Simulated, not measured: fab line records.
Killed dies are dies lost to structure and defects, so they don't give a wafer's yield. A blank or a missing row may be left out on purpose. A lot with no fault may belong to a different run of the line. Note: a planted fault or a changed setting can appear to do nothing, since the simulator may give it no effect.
fab line records	flow ritCmos
record: lots: 6	wafers: 18	lastDay: 7
route steps=202 shown NSD@141 PSD@142 SDANNEAL@153 M1@202
lots that met no fault: taken from a fault-free run of the same line
startH: hours from the record's first day to the start of the lot's first wafer shown	waitH: hours from the lot's prior step to this one	" as in the row above	L1.1+2: one row covering several wafers at once	- no value, or no start given	* or withheld: withheld	< > ~ a bound
route shown NAME@n: a module of which the file shows steps, and the number in the route of the first	usual: average and standard deviation across the fault-free wafers	same: alike in all rows	chamber/n: place in a boat	sites: the reading at each site	_std_site: their standard deviation	_edge_site: mean of outer sites minus mean of inner sites	radiusMm: for every site, how far away it sits from the centre of the wafer	mask NAME#n: copy n	behind: the most recent tool/chamber to have shaped the wafer	hold: reason for holding the lot/hours on hold/outcome of the hold	device: the n, p or np transistor that did not switch	end of line: the same wafers' tests at the end of the route	a step with no rows: only its recipe	killed: dies lost to structure and defects at the first sort, not the wafer's yield	map: dies across one wafer; x = killed, . = not, _ = none there
set.NAME: the setting the step ran with; set.NAME@STEP: the setting that earlier step ran with	model.NAME: the simulator's own value behind a step, which no gauge read
lots seen at some steps along the route; tables by step, rows by wafer
services: from which hour (startH, from the record's first day; less than 0 if before it) a tool's chamber was out of use, for how many hours, and why
== steps ==
step: RIT_NSD_TW_MEAS_10
usual: NSD_TW: 3114/24
lot.wafer	tool	chamber	startH	waitH	NSD_TW
L581.2	filmMetro-04	-	60.10	0.1	3154
L581.4	"	-	"	"	3149
L581.5	"	-	"	"	3131
L592.3	filmMetro-04	-	118.51	0.1	3116
L592.4	"	-	"	"	3121
L592.5	"	-	"	"	3124
L593.1	filmMetro-01	-	122.32	0.1	3098
L593.3	"	-	"	"	3128
L593.4	"	-	"	"	3109
L594.2	filmMetro-04	-	133.89	0.1	3126
L594.3	"	-	"	"	3129
L594.4	"	-	"	"	3140
L595.2	filmMetro-04	-	134.29	0.1	3158
L595.3	"	-	"	"	3146
L595.6	"	-	"	"	3137
L603.1	filmMetro-01	-	166.05	0.1	3118
L603.2	"	-	"	"	3103
L603.3	"	-	"	"	3110
step: RIT_PSD_HMDS_00
recipe: primeTimeS: 60	primeTempC: 140
step: RIT_PSD_COAT_01
recipe: resist: NOVOLAK	spinRpm: 3250	resistThkNm: 1000
step: RIT_PSD_SOFTBAKE_02
recipe: resist: NOVOLAK	tempC: 90	timeS: 60
step: RIT_PSD_EXPOSE_03
recipe: maskId: M10	na: 0.57	targetCdNm: 40900	doseMj: 250
step: RIT_PSD_PEB_04
recipe: resist: NOVOLAK	tempC: withheld	timeS: withheld
step: RIT_PSD_DEVELOP_05
recipe: resist: NOVOLAK	developTimeS: 50	devTempC: 23
step: RIT_PSD_OVL_MEAS_06
usual: PSD_OVL: 0.6/1.4
lot.wafer	tool	chamber	startH	waitH	PSD_OVL[nm]
L581.2	overlay-01	-	61.01	-	-1.8
L581.4	"	-	"	"	-1.1
L581.5	"	-	"	"	-2.3
L592.3	overlay-01	-	119.54	-	1.2
L592.4	"	-	"	"	1.3
L592.5	"	-	"	"	-0.7
L593.1	overlay-02	-	123.47	-	0.4
L593.3	"	-	"	"	-1.7
L593.4	"	-	"	"	0.5
L594.2	overlay-02	-	135.05	-	-0.2
L594.3	"	-	"	"	0.8
L594.4	"	-	"	"	-1.3
L595.2	overlay-01	-	135.34	-	1.2
L595.3	"	-	"	"	-0.2
L595.6	"	-	"	"	1.0
L603.1	overlay-02	-	166.96	-	1.3
L603.2	"	-	"	"	2.1
L603.3	"	-	"	"	3.8
step: RIT_PSD_HARDBAKE_07
recipe: resist: NOVOLAK	tempC: 140	timeS: 60
step: RIT_PSD_IMPLANT_08
recipe: species: BF2	energyKev: 27	doseCm2: 5e+15	tiltDeg: 7
step: RIT_PSD_STRIP_09
recipe: chemistry: O2	timeS: 180	resist: NOVOLAK	platenTempC: withheld	powerW: 500	pressureMtorr: 4000	o2FlowSccm: 4000
usual: chamberPressureMTorr: 4000/3.4	drypumpMotorCurrentA: 5.9/0.43
same: timeS: 180
lot.wafer	tool	chamber	startH	waitH	chamberPressureMTorr	drypumpMotorCurrentA	rfHoursCounterH
L581.2	plasmaAsher-02	1	61.34	0.1	4003	5.4	42
L581.4	"	0	"	"	4003	6.0	-
L581.5	"	1	"	"	4003	5.4	-
L592.3	plasmaAsher-04	1	119.92	0.1	4001	5.5	-
L592.4	"	0	"	"	3994	6.2	-
L592.5	"	1	"	"	4003	5.5	-
L593.1	plasmaAsher-04	1	123.95	0.3	3997	5.5	34
L593.3	"	1	"	"	4002	5.5	-
L593.4	"	0	"	"	4007	6.2	-
L594.2	plasmaAsher-04	1	135.60	0.1	3996	5.5	35
L594.3	"	1	"	"	3997	5.5	-
L594.4	"	0	"	"	3999	6.2	-
L595.2	plasmaAsher-01	1	135.67	0.1	3994	6.5	1
L595.3	"	1	"	"	3995	6.5	-
L595.6	"	1	"	"	3994	6.5	-
L603.1	plasmaAsher-04	0	167.29	0.1	4001	6.2	39
L603.2	"	1	"	"	4004	5.5	39
L603.3	"	0	"	"	4003	6.2	-
step: RIT_PSD_TW_MEAS_10
usual: PSD_TW: 3418/27
lot.wafer	tool	chamber	startH	waitH	PSD_TW
L581.2	filmMetro-01	-	61.52	0.1	3364
L581.4	"	-	"	"	3393
L581.5	"	-	"	"	3389
L592.3	filmMetro-04	-	120.06	0.1	3458
L592.4	"	-	"	"	3452
L592.5	"	-	"	"	3447
L593.1	filmMetro-02	-	124.12	0.1	3418
L593.3	"	-	"	"	3429
L593.4	"	-	"	"	3410
L594.2	filmMetro-04	-	135.79	0.1	3440
L594.3	"	-	"	"	3428
L594.4	"	-	"	"	3442
L595.2	filmMetro-01	-	135.85	0.1	3430
L595.3	"	-	"	"	3431
L595.6	"	-	"	"	3446
L603.1	filmMetro-01	-	167.47	0.1	3419
L603.2	"	-	"	"	3411
L603.3	"	-	"	"	3402
step: RIT_SDANNEAL_CLEAN_00
recipe: chemistry: SC1	mix: 3:3:50	timeS: 600	tempC: 75
usual: bathGuardTempC: 74.7/0.47	tempC: 75.00/0.1
same: timeS: 600
lot.wafer	tool	chamber	startH	waitH	bathGuardTempC	tempC
L581.2	wetBench-04	0	61.57	0.0	74.7	74.97
L581.4	"	0	"	"	74.7	75.00
L581.5	"	0	"	"	74.9	75.06
L592.3	wetBench-04	1	120.10	0.0	74.0	74.86
L592.4	"	1	"	"	74.0	74.90
L592.5	"	1	"	"	74.1	74.75
L593.1	wetBench-04	1	124.18	0.1	76.9	77.49
L593.3	"	1	"	"	76.7	77.54
L593.4	"	1	"	"	76.8	77.72
L594.2	wetBench-04	2	135.84	0.0	77.0	77.44
L594.3	"	2	"	"	77.0	77.61
L594.4	"	2	"	"	77.2	77.67
L595.2	wetBench-02	1	135.90	0.0	74.8	74.96
L595.3	"	1	"	"	75.1	74.98
L595.6	"	1	"	"	74.8	74.91
L603.1	wetBench-02	3	167.53	0.1	75.5	75.05
L603.2	"	3	"	"	76.0	74.94
L603.3	"	3	"	"	75.7	75.03
step: RIT_SDANNEAL_CLEAN_01
recipe: chemistry: dHF	dilution: 50:1	timeS: 30
step: RIT_M1_PROBE_99
usual: killedAtContacts: 0.0/0.2	killedAtFrontEnd: 6.8/2.9	killedDies: 6.8/2.9	killedOnRim: 1.9/1.4	killedOpen: 3.3/1.9	killedShort: 3.5/2
same: grossDies: 264	killed_at_M0_to_M3: 0	killed_at_M4_up: 0	killedAtBackSide: 0	killedAtOther: 0
lot.wafer	tool	chamber	startH	waitH	killedAtContacts	killedAtFrontEnd	killedDies	killedOnRim	killedOpen	killedShort
L581.2	prober-02	-	71.15	0.1	0	6	6	3	2	4
L581.4	prober-02	-	71.25	0.2	1	12	13	2	4	7
L581.5	prober-02	-	71.30	0.2	0	12	12	3	4	8
L592.3	prober-01	-	129.64	0.2	0	3	3	1	1	2
L592.4	prober-01	-	129.69	0.2	0	11	11	2	5	5
L592.5	prober-01	-	129.74	0.2	0	8	8	2	5	3
L593.1	prober-02	-	132.36	0.1	0	4	4	1	2	2
L593.3	prober-02	-	132.46	0.2	0	8	8	2	2	6
L593.4	prober-02	-	132.51	0.2	0	6	6	2	1	4
L594.2	prober-01	-	143.81	0.1	0	7	7	0	3	4
L594.3	prober-01	-	143.86	0.2	0	4	4	4	3	0
L594.4	prober-01	-	143.91	0.2	1	4	5	1	2	3
L595.2	prober-02	-	145.57	0.1	0	4	4	1	1	3
L595.3	prober-02	-	145.62	0.2	0	4	4	0	1	3
L595.6	prober-02	-	145.77	0.2	0	10	10	2	8	2
L603.1	prober-02	-	175.71	0.1	0	3	3	0	2	1
L603.2	prober-02	-	175.76	0.1	0	7	7	2	2	5
L603.3	prober-02	-	175.81	0.2	0	3	3	1	1	2
killed by level:class
L581.2 FOX1:geometricParticle:open=2 FOX2:geometricParticle:short=1 GATE:geometricParticle:short=1 REOX:geometricParticle:short=1 SPACER:geometricParticle:short=1
L581.4 FOX1:geometricParticle:short=3 FOX1:geometricParticle:open=2 NLDD:coatMicrobubblePrinted=2 FOX2:geometricParticle:short=1 GATE:geometricParticle:open=1 GATE:geometricParticle:short=1 REOX:geometricParticle:open=1 SPACER:geometricParticle:short=1
L581.5 SPACER:geometricParticle:short=3 FOX1:geometricParticle:short=2 FOX2:geometricParticle:open=2 FOX2:geometricParticle:short=1 GATE:geometricParticle:short=1 GATE:geometricParticle:open=1 SILICIDE:geometricParticle:short=1 SILICIDE:geometricParticle:open=1
L592.3 FOX1:geometricParticle:short=1 FOX2:geometricParticle:open=1 REOX:geometricParticle:short=1
L592.4 GATE:geometricParticle:open=4 GATE:geometricParticle:short=2 FOX1:geometricParticle:short=1 SPACER:geometricParticle:short=1 SILICIDE:geometricParticle:short=1 SILICIDE:geometricParticle:open=1 PRETRO:coatMicrobubblePrinted=1
L592.5 SPACER:geometricParticle:open=2 FOX1:geometricParticle:short=1 GATE:geometricParticle:open=1 GATE:geometricParticle:short=1 REOX:geometricParticle:open=1 SPACER:geometricParticle:short=1 SILICIDE:geometricParticle:open=1
L593.1 GATE:geometricParticle:open=2 FOX2:geometricParticle:short=1 GATE:geometricParticle:short=1
L593.3 FOX1:geometricParticle:short=2 GATE:geometricParticle:short=2 GATE:geometricParticle:open=2 SPACER:geometricParticle:short=2
L593.4 SILICIDE:geometricParticle:short=2 FOX2:geometricParticle:short=1 GATE:geometricParticle:short=1 SILICIDE:geometricParticle:open=1 NRETRO:coatMicrobubblePrinted=1
L594.2 FOX1:geometricParticle:short=2 FOX1:geometricParticle:open=1 GATE:geometricParticle:open=1 REOX:geometricParticle:open=1 SPACER:geometricParticle:short=1 SILICIDE:geometricParticle:short=1
L594.3 GATE:geometricParticle:open=2 SPACER:geometricParticle:open=1 NWELL:coatMicrobubblePrinted=1
L594.4 FOX1:geometricParticle:short=2 FOX1:geometricParticle:open=1 REOX:geometricParticle:short=1 CONTACT:geometricParticle:open=1
L595.2 GATE:geometricParticle:short=2 FOX2:geometricParticle:open=1 SPACER:geometricParticle:short=1
L595.3 FOX1:geometricParticle:short=1 GATE:geometricParticle:open=1 GATE:geometricParticle:short=1 SILICIDE:geometricParticle:short=1
L595.6 GATE:geometricParticle:open=5 SPACER:geometricParticle:short=2 SPACER:geometricParticle:open=2 SILICIDE:geometricParticle:open=1
L603.1 FOX1:geometricParticle:open=1 REOX:geometricParticle:short=1 REOX:geometricParticle:open=1
L603.2 REOX:geometricParticle:short=2 ACTIVE:geometricParticle:open=1 FOX1:geometricParticle:short=1 FOX2:geometricParticle:open=1 FOX2:geometricParticle:short=1 GATE:geometricParticle:short=1
L603.3 GATE:geometricParticle:short=1 SILICIDE:geometricParticle:open=1 SILICIDE:geometricParticle:short=1
== services ==
tool	chamber	startH	hours	kind
plasmaAsher-02	-	72.88	49.5	pm
plasmaAsher-01	-	106.39	14.1	pm
plasmaAsher-01	-	120.52	9.0	pm
plasmaAsher-01	0	120.52	9.0	ventCycle
plasmaAsher-01	1	120.52	9.0	ventCycle
plasmaAsher-02	-	122.41	2.8	pm
plasmaAsher-01	0	129.52	-	clean
plasmaAsher-01	1	129.52	-	clean
== key ==
firstSign: step: RIT_SDANNEAL_CLEAN_00	reading: tempC	direction: up	sigmas: 25	usual: *	struck: *
effect: step: RIT_SDANNEAL_CLEAN_00	reading: bathGuardTempC	direction: up	sigmas: 4.7	usual: *	struck: *
metAt RIT_SDANNEAL_CLEAN_00
struckWafers L593.1,L593.3,L593.4,L594.2,L594.3,L594.4
testerLeftOut L593,L594
onsetBetween 120.10 124.18
fault: kind: processParameterDrift	tool: wetBench-04	chamber: -	onsetH: 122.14	steps: RIT_SDANNEAL_CLEAN_00	channel: tempC	offset: *	shape: step	endH: 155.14	actsIn: *	stated: *
testerLeftOut: of these lots the tester's yield and bins aren't shown, on N5 and GAA mostly nor the transistor test; their killed dies are dies lost to structure and defects alone, not to doping, threshold or leakage, so they don't give the yield
